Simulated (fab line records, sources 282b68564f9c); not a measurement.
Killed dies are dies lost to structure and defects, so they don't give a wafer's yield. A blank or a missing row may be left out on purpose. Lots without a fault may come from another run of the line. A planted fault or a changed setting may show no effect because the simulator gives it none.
A struck lot beside a sound one | flow rit_cmos | 14 steps out of a route of 202
Sound: wafers L437.3, L437.4, L437.6. Struck: wafers L451.1, L451.2, L451.3. The cause comes at the end.
At each step with rows: each side's tool, then ch and its chambers, then its first start. Under that, the readings that differ: sound wafers | struck wafers | difference of the means | sigmas: that difference in standard deviations of wafers without a fault.
alike: readings whose means differ by less than 2 such deviations, and words and numbers that are the same on both sides. not compared: withheld readings, readings that some wafer has no value for, bounds like >300 that may hide the same value, and numbers for which the record gives no deviation and whose values overlap.
The two part at a step that has a row with sigmas, a row that says differs or no value, or rows on one side only. Numbers that don't overlap but have no deviation are shown without sigmas and don't part them. A reading that every wafer of one side lacks parts them only if that side has two wafers or more.

RIT_GATE_THK_MEAS_07:
  sound on film_metro-01, day 4 01:22; struck on film_metro-01, day 6 20:02
  alike: GATE_OXIDE_THK
then, 1 step without rows for these wafers: RIT_GATE_CVD_08 (deposits poly-Si from SiH4, target thk 250 nm, time 2220 s).
RIT_GATE_THK_MEAS_09:
  sound on film_metro-01, day 4 03:02; struck on film_metro-02, day 6 21:43
  alike: GATE_POLY_THK
then, 6 steps without rows for these wafers: RIT_GATE_HMDS_10 (prime time 60 s); RIT_GATE_COAT_11 (resist thk 841 nm); RIT_GATE_SOFTBAKE_12 (time 60 s); RIT_GATE_EXPOSE_13 (exposes mask M6, target cd 150 nm); RIT_GATE_PEB_14; RIT_GATE_DEVELOP_15 (develop time 50 s).
RIT_GATE_CD_MEAS_16: target cd 150 nm.
  sound on cd_sem-01, day 4 04:06; struck on cd_sem-01, day 6 22:45
  alike: cd_nm
RIT_GATE_OVL_MEAS_17:
  sound on overlay-01, day 4 04:11; struck on overlay-02, day 6 22:52
  alike: GATE_OVL
then, 1 step without rows for these wafers: RIT_GATE_HARDBAKE_18 (time 60 s).
RIT_GATE_ETCH_19: etches poly-Si in SF6/CHF3/O2, stops on SiO2, time 165 s, target depth 312.5 nm.
  sound on rie_si-01 ch 0,1,3, day 4 04:22; struck on rie_si-01 ch 0,2,3, day 6 23:04
  reading                                   | sound             | struck            | difference | sigmas
  oes_product_au (a.u.)                     | 0.842 0.822 0.851 | 0.806 0.764 0.819 | -0.042     | -3
  model.GATE.feature_depth_nm (nm)          | 248.7 247.5 249   | 228.4 215.5 236.2 | -21.7      |
  model.etch.depth_nm (nm)                  | 248.7 247.5 249   | 228.4 215.5 236.2 | -21.7      |
  model.NOVOLAK_of_GATE_COAT_11.thk_nm (nm) | 667 662.8 656.9   | 687 693 687.7     | +27        |
  alike: CHF3_flow_sccm, drypump_motor_current_A, throttle_valve_pct
  not compared: rf_hours_counter_h
RIT_GATE_STRIP_20: strips in O2, time 180 s.
  sound on plasma_asher-01 ch 0,1, day 4 04:32; struck on plasma_asher-04 ch 0,1, day 6 23:10
  alike: drypump_motor_current_A
  not compared: rf_hours_counter_h

WHERE THEY PART
Only at RIT_GATE_ETCH_19, within this record. Later steps at which nothing parts them and some readings are alike: RIT_GATE_STRIP_20.

WHY: what the simulator had put in
Process parameter drift: rie_si-01, from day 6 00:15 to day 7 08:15, at RIT_GATE_ETCH_19. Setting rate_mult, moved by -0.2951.
